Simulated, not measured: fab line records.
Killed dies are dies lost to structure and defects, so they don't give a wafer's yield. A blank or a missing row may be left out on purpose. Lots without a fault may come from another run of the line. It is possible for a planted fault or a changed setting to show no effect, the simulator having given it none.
8D (eight disciplines) problem report, filled in by code    flow rit-cmos    the parts of the form that need people (team, actions taken, sign-off) are left out

## 1. THE ISSUE
Wafers free of any fault read 149.7 nm (standard deviation 1.4) for ACTIVE_NITRIDE_THK at RIT_ACTIVE_THK_MEAS_04, against a mean of 99.7 nm on 6 wafers of 2 lots. Measured from the usual mean, that is -36 standard deviations.
Seen first at day 3 00:32 on film-metro-03, wafer L821.1. The record has a number at this step for 36 wafers belonging to 12 lots. Rule for "out", or "out of limits": more than 4 standard deviations from the usual mean. Any other wafer with a number is counted as sound.

## 2. WHAT THIS IS AND IS NOT
question                     is                            is not
which readings at this step  ACTIVE_NITRIDE_THK            -
which lots                   L821, L822                    L814, L815, L816, L820, L823, L826, L828, L834, L836, L837
which wafers of those lots   all that have a number        -
read on which gauges         film-metro-01, film-metro-03  -
when                         from day 3 00:32              up to then (12 sound wafers); but 18 sound wafers of L823, L826, L828, L834, L836, L837 came after

## 3. WHAT RULES OUT EACH SUSPECT
Counting: a tool stays on the suspect list if, at a process step up to the reading, it processed all lots that are out and no sound lot following the first of them.
- ruled out: the gauge at RIT_ACTIVE_THK_MEAS_04. 2 gauges (film-metro-01, film-metro-03) read the wafers that are out.
- lpcvd-02 at RIT_ACTIVE_CVD_03 (deposits Si3N4 from SiH2Cl2/NH3, target thk 150 nm, time 1500 s): ruled out as a lasting fault. Following L821 (day 2 23:07), the first lot on it that is out, the sound lots L837 were run on it.
Left after counting: nothing in the record.

## 4. THE CAUSE (what the simulator had put in)
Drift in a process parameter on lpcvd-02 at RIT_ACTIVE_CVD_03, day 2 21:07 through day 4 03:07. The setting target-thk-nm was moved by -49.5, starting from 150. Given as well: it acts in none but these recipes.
The count ruled it out by mistake, since the rule takes a fault to strike every lot its tool runs from the start of the fault on, and this one did not do so.

## 5. SEQUENCE OF EFFECTS, ordered by route
One row per reading whose mean, taken over the struck wafers that have a number, lies over 3 standard deviations from the usual. Readings are gone through only where the record gives a usual standard deviation; hours: the median, over the lots, of the time from a lot's start at the first step in this table giving one to that lot's start at this step; sigmas: the change measured in usual standard deviations.
hours  step                    reading             usual       on struck wafers  change  sigmas
0      RIT_ACTIVE_THK_MEAS_04  ACTIVE_NITRIDE_THK  149.7 nm    99.7              -50.0   -36
1      RIT_ACTIVE_ETCH_13      oes-product-au      0.818 a.u.  0.671             -0.147  -10
The process steps in it:
- RIT_ACTIVE_ETCH_13: etches Si3N4 in SF6, stops on SiO2, time 210 s, target depth 210 nm.
At these later measuring or inspecting steps, every struck wafer for which the step has a row has a number for every such reading, and none has moved that far: RIT_PSD_OVL_MEAS_06, RIT_CONTACT_THK_MEAS_01, RIT_M1_CD_MEAS_09.

## 6. HOW IT WOULD HAVE BEEN CAUGHT EARLIER
3 hours passed between the start of the fault at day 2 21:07 and the first reading out of limits at a measuring or inspecting step in this record, taken at day 3 00:32.
Tool readings at RIT_ACTIVE_CVD_03 with a usual standard deviation given in the record: none out on any struck wafer, hence no alarm at a limit of 4 standard deviations on them.
